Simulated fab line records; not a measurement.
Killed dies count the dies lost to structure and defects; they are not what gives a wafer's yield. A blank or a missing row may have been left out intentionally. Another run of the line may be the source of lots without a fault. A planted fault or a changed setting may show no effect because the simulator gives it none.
fab line records ; flow berkeley_cmos170 ; part 2 of 2: steps 25 to 34 of 34
record lots=5; wafers=15; last_day=12
route steps=331 shown M2@284 V2@292 M3@309
lots untouched by any fault: they come from a run of this same line in which no faults occurred
start_h: hours from the record's opening day to when the first of the lot's shown wafers began ; wait_h: hours from the lot's prior step to this one ; " same as the row above ; L1.1+2: a single row standing in for several wafers ; - value missing, or start not given ; * or withheld: withheld ; < > ~ a bound
route shown NAME@n: names a module that has steps shown in the file, with the first one's number in the route ; usual: mean/standard deviation taken from wafers without a fault ; same: alike in all rows ; chamber/n: place in a boat ; sites: per-site readings ; _std_site: standard deviation of those values ; _edge_site: inner sites' mean taken away from outer sites' mean ; radius_mm: for every site, how far away it sits from the centre of the wafer ; mask NAME#n: copy n ; behind: tool/chamber where the wafer was last shaped ; hold: why the lot went on hold/how many hours it stayed there/how the hold came to an end ; device: whichever transistor did not switch (one of n, p or np) ; end of line: tests run on the same wafers once the route is complete ; a step given without rows: its recipe and nothing more ; killed: the dies lost at the first sort to structure and to defects; this is not the yield of the wafer ; map: a wafer's dies, x killed, . not, _ none there
set.NAME: the setting as run; set.NAME@STEP: as run at that earlier step ; model.NAME: the simulator's own value behind a step, which no gauge read
lots seen at some steps along the route; tables by step, rows by wafer
services: from which hour (start_h, from the record's first day; less than 0 if before it) a tool's chamber was out of use, for how many hours, and why
## steps
# step UCB170_V2_CD_MEAS_90
# recipe target_cd_nm=700
# usual cd_nm=700.2/1.4
lot.wafer;tool;chamber;start_h;wait_h;cd_nm
L079.1;cd_sem-01;-;182.44;0.1;699.1
L079.4;cd_sem-01;-;182.44;0.1;701.0
L079.6;cd_sem-01;-;182.44;0.1;698.1
L081.1;cd_sem-01;-;200.15;0.1;701.3
L081.2;cd_sem-01;-;200.15;0.1;701.8
L081.5;cd_sem-01;-;200.15;0.1;700.9
L083.1;cd_sem-02;-;217.14;0.1;698.2
L083.3;cd_sem-02;-;217.14;0.1;698.7
L083.6;cd_sem-02;-;217.14;0.1;698.4
L086.1;cd_sem-01;-;226.14;0.1;696.9
L086.3;cd_sem-01;-;226.14;0.1;697.3
L086.6;cd_sem-01;-;226.14;0.1;698.2
L095.1;cd_sem-01;-;281.20;0.1;698.9
L095.3;cd_sem-01;-;281.20;0.1;700.4
L095.6;cd_sem-01;-;281.20;0.1;699.4
# step UCB170_M3_PRE_CLEAN_00
# recipe gas=Ar; preclean_etch_time_s=60
lot.wafer;tool;chamber;start_h;wait_h
L079.1+4+6;pvd_sputter-04;-;182.56;0.1
L081.1+2+5;pvd_sputter-03;-;200.27;0.1
L083.1+3+6;pvd_sputter-04;-;217.26;0.1
L086.1+3+6;pvd_sputter-04;-;226.26;0.1
L095.1+3+6;pvd_sputter-04;-;281.32;0.1
# step UCB170_M3_SPUTTER_01
# recipe material=Al; target_thk_nm=900; time_s=120; power_w=6000; chamber_pressure_pa=0.5
# usual throttle_valve_pct=30.0/0.9
lot.wafer;tool;chamber;start_h;wait_h;throttle_valve_pct
L079.1;pvd_sputter-04;-;182.63;0.0;29.6
L079.4;pvd_sputter-04;-;182.63;0.0;29.6
L079.6;pvd_sputter-04;-;182.63;0.0;31.0
L081.1;pvd_sputter-03;-;200.34;0.0;27.3
L081.2;pvd_sputter-03;-;200.34;0.0;30.2
L081.5;pvd_sputter-03;-;200.34;0.0;30.1
L083.1;pvd_sputter-04;-;217.32;0.0;31.2
L083.3;pvd_sputter-04;-;217.32;0.0;30.0
L083.6;pvd_sputter-04;-;217.32;0.0;29.9
L086.1;pvd_sputter-04;-;226.33;0.0;29.9
L086.3;pvd_sputter-04;-;226.33;0.0;29.7
L086.6;pvd_sputter-04;-;226.33;0.0;29.6
L095.1;pvd_sputter-04;-;281.39;0.0;29.6
L095.3;pvd_sputter-04;-;281.39;0.0;29.7
L095.6;pvd_sputter-04;-;281.39;0.0;31.4
# step UCB170_M3_RS_MEAS_02
# recipe thk_meas_gauge=four-point-probe; reads=Al_of_M3_SPUTTER_01
# usual M3_AL_RS=0.032/0.00029
lot.wafer;tool;chamber;start_h;wait_h;M3_AL_RS[ohm/sq]
L079.1;film_metro-04;-;182.71;0.0;0.0317
L079.4;film_metro-04;-;182.71;0.0;0.03216
L079.6;film_metro-04;-;182.71;0.0;0.03162
L081.1;film_metro-04;-;200.42;0.0;0.03208
L081.2;film_metro-04;-;200.42;0.0;0.03221
L081.5;film_metro-04;-;200.42;0.0;0.03219
L083.1;film_metro-04;-;217.41;0.0;0.03203
L083.3;film_metro-04;-;217.41;0.0;0.03202
L083.6;film_metro-04;-;217.41;0.0;0.03184
L086.1;film_metro-01;-;226.49;0.1;0.03225
L086.3;film_metro-01;-;226.49;0.1;0.03223
L086.6;film_metro-01;-;226.49;0.1;0.03199
L095.1;film_metro-04;-;281.47;0.0;0.03194
L095.3;film_metro-04;-;281.47;0.0;0.03196
L095.6;film_metro-04;-;281.47;0.0;0.03199
# step UCB170_M3_THK_MEAS_03
# recipe thk_meas_gauge=xrf; reads=Al_of_M3_SPUTTER_01
# usual M3_AL_THK=892/11
lot.wafer;tool;chamber;start_h;wait_h;M3_AL_THK[nm]
L079.1;film_metro-04;-;182.83;0.1;903
L079.4;film_metro-04;-;182.83;0.1;892
L079.6;film_metro-04;-;182.83;0.1;907
L081.1;film_metro-04;-;200.54;0.1;894
L081.2;film_metro-04;-;200.54;0.1;888
L081.5;film_metro-04;-;200.54;0.1;891
L083.1;film_metro-04;-;217.53;0.1;895
L083.3;film_metro-04;-;217.53;0.1;891
L083.6;film_metro-04;-;217.53;0.1;896
L086.1;film_metro-01;-;226.61;0.1;888
L086.3;film_metro-01;-;226.61;0.1;885
L086.6;film_metro-01;-;226.61;0.1;897
L095.1;film_metro-04;-;281.59;0.1;905
L095.3;film_metro-04;-;281.59;0.1;901
L095.6;film_metro-04;-;281.59;0.1;898
# step UCB170_M3_HMDS_04
# recipe prime_time_s=60; prime_temp_c=100
# usual chill_plate_temp_C=22.99/0.11
lot.wafer;tool;chamber;start_h;wait_h;chill_plate_temp_C
L079.1;litho_track-04;0;182.89;0.1;22.99
L079.4;litho_track-04;0;182.89;0.1;22.93
L079.6;litho_track-04;0;182.89;0.1;22.82
L081.1;litho_track-03;0;200.95;0.4;22.94
L081.2;litho_track-03;0;200.95;0.4;22.99
L081.5;litho_track-03;0;200.95;0.4;22.92
L083.1;litho_track-03;0;217.61;0.1;22.95
L083.3;litho_track-03;0;217.61;0.1;22.89
L083.6;litho_track-03;0;217.61;0.1;23.12
L086.1;litho_track-02;0;226.71;0.1;22.93
L086.3;litho_track-02;0;226.71;0.1;23.01
L086.6;litho_track-02;0;226.71;0.1;22.99
L095.1;litho_track-03;0;281.65;0.1;22.85
L095.3;litho_track-03;0;281.65;0.1;22.90
L095.6;litho_track-03;0;281.65;0.1;22.92
# step UCB170_M3_COAT_05
# recipe resist=KrF; spin_rpm=1500; resist_thk_nm=900
# usual chill_plate_temp_C=23.02/0.11
lot.wafer;tool;chamber;start_h;wait_h;chill_plate_temp_C
L079.1;litho_track-04;0;183.04;0.1;22.86
L079.4;litho_track-04;0;183.04;0.1;23.23
L079.6;litho_track-04;0;183.04;0.1;23.04
L081.1;litho_track-03;0;201.10;0.1;22.92
L081.2;litho_track-03;0;201.10;0.1;22.86
L081.5;litho_track-03;0;201.10;0.1;22.99
L083.1;litho_track-03;0;217.76;0.1;23.06
L083.3;litho_track-03;0;217.76;0.1;22.94
L083.6;litho_track-03;0;217.76;0.1;23.13
L086.1;litho_track-02;0;226.86;0.1;23.04
L086.3;litho_track-02;0;226.86;0.1;23.15
L086.6;litho_track-02;0;226.86;0.1;23.23
L095.1;litho_track-03;0;281.80;0.1;23.10
L095.3;litho_track-03;0;281.80;0.1;23.10
L095.6;litho_track-03;0;281.80;0.1;23.06
# step UCB170_M3_SOFTBAKE_06
# recipe resist=KrF; temp_c=130; time_s=60
# usual chill_plate_temp_C=23.02/0.12
lot.wafer;tool;chamber;start_h;wait_h;chill_plate_temp_C
L079.1;litho_track-04;0;183.19;0.1;22.87
L079.4;litho_track-04;0;183.19;0.1;22.92
L079.6;litho_track-04;0;183.19;0.1;23.04
L081.1;litho_track-03;0;201.25;0.1;23.21
L081.2;litho_track-03;0;201.25;0.1;22.83
L081.5;litho_track-03;0;201.25;0.1;22.93
L083.1;litho_track-03;0;217.91;0.1;22.94
L083.3;litho_track-03;0;217.91;0.1;23.00
L083.6;litho_track-03;0;217.91;0.1;22.97
L086.1;litho_track-02;0;227.01;0.1;22.98
L086.3;litho_track-02;0;227.01;0.1;22.85
L086.6;litho_track-02;0;227.01;0.1;23.02
L095.1;litho_track-03;0;281.95;0.1;23.14
L095.3;litho_track-03;0;281.95;0.1;23.08
L095.6;litho_track-03;0;281.95;0.1;23.12
# step UCB170_M3_STRIP_07
# recipe chemistry=O2; power_w=400; pressure_mtorr=3500; platen_temp_c=withheld; o2_flow_sccm=400; overash_fraction=0.5
# usual drypump_motor_current_A=5.89/0.28; o2_flow_sccm=399.9/1.2; oes_product_au=0.735/0.0044; strip_time_to_endpoint_s=21.95/0.078
lot.wafer;tool;chamber;start_h;wait_h;drypump_motor_current_A;o2_flow_sccm;oes_product_au;rf_hours_counter_h;strip_time_to_endpoint_s
L079.1;plasma_asher-03;0;183.34;0.1;5.49;398.7;0.730;37;22.07
L079.4;plasma_asher-03;0;183.34;0.1;5.50;396.3;0.733;-;22.17
L079.6;plasma_asher-03;1;183.34;0.1;6.04;398.3;0.731;-;22.09
L081.1;plasma_asher-01;0;201.40;0.1;6.00;399.8;0.739;51;21.89
L081.2;plasma_asher-01;1;201.40;0.1;6.25;400.0;0.737;51;21.91
L081.5;plasma_asher-01;1;201.40;0.1;6.23;399.0;0.730;-;21.91
L083.1;plasma_asher-01;0;218.06;0.1;5.99;399.5;0.727;53;21.85
L083.3;plasma_asher-01;1;218.06;0.1;6.27;401.1;0.732;-;21.84
L083.6;plasma_asher-01;1;218.06;0.1;6.26;397.6;0.737;-;21.87
L086.1;plasma_asher-02;0;227.16;0.1;5.98;399.7;0.741;10;21.92
L086.3;plasma_asher-02;0;227.16;0.1;5.98;399.0;0.731;-;21.90
L086.6;plasma_asher-02;0;227.16;0.1;5.99;396.8;0.737;-;21.89
L095.1;plasma_asher-01;1;282.10;0.1;6.27;399.0;0.737;59;21.93
L095.3;plasma_asher-01;1;282.10;0.1;6.24;401.1;0.730;-;21.97
L095.6;plasma_asher-01;1;282.10;0.1;6.28;400.5;0.727;-;21.90
# step UCB170_M3_STRIP_08
# recipe chemistry=DMSO; temp_c=80; time_s=600; material=KrF
# usual bath_guard_temp_C=79.9/0.56
lot.wafer;tool;chamber;start_h;wait_h;bath_guard_temp_C
L079.1;wet_bench-01;0;183.44;0.1;80.2
L079.4;wet_bench-01;0;183.44;0.1;80.2
L079.6;wet_bench-01;0;183.44;0.1;80.0
L081.1;wet_bench-01;0;201.50;0.1;80.0
L081.2;wet_bench-01;0;201.50;0.1;80.2
L081.5;wet_bench-01;0;201.50;0.1;80.0
L083.1;wet_bench-04;0;218.16;0.1;80.1
L083.3;wet_bench-04;0;218.16;0.1;80.1
L083.6;wet_bench-04;0;218.16;0.1;80.3
L086.1;wet_bench-03;3;227.38;0.2;79.7
L086.3;wet_bench-03;3;227.38;0.2;80.0
L086.6;wet_bench-03;3;227.38;0.2;80.0
L095.1;wet_bench-04;3;282.27;0.1;80.0
L095.3;wet_bench-04;3;282.27;0.1;79.9
L095.6;wet_bench-04;3;282.27;0.1;80.0
## services
tool;chamber;start_h;hours;kind
krf_scanner-01;-;158.84;1.0;pm
cmp-02;-;159.20;9.4;repair
rie_diel-02;1;167.29;9.5;repair
krf_scanner-02;-;168.06;1.3;pm
rie_diel-01;0;175.24;6.2;repair
plasma_asher-03;-;187.87;1.6;repair
krf_scanner-02;-;194.06;0.8;pm
plasma_asher-03;-;194.65;2.0;repair
cmp-02;-;197.57;6.2;pm
rie_diel-04;3;198.17;42.6;repair
krf_scanner-02;-;203.54;4.4;pm
rie_diel-02;3;204.85;1.3;repair
krf_scanner-01;-;208.67;1.3;pm
krf_scanner-01;-;220.96;4.4;pm
rie_diel-03;-;221.34;0.3;repair
cmp-02;-;228.70;1.5;repair
rie_diel-03;3;231.53;5.3;repair
krf_scanner-02;-;231.99;1.0;pm
cmp-01;-;232.00;4.0;pm
cmp-01;-;236.00;5.7;pm
plasma_asher-02;-;241.74;2.8;pm
rie_diel-01;1;246.04;6.4;repair
rie_diel-03;-;249.81;0.5;repair
pecvd-04;2;259.54;2.8;repair
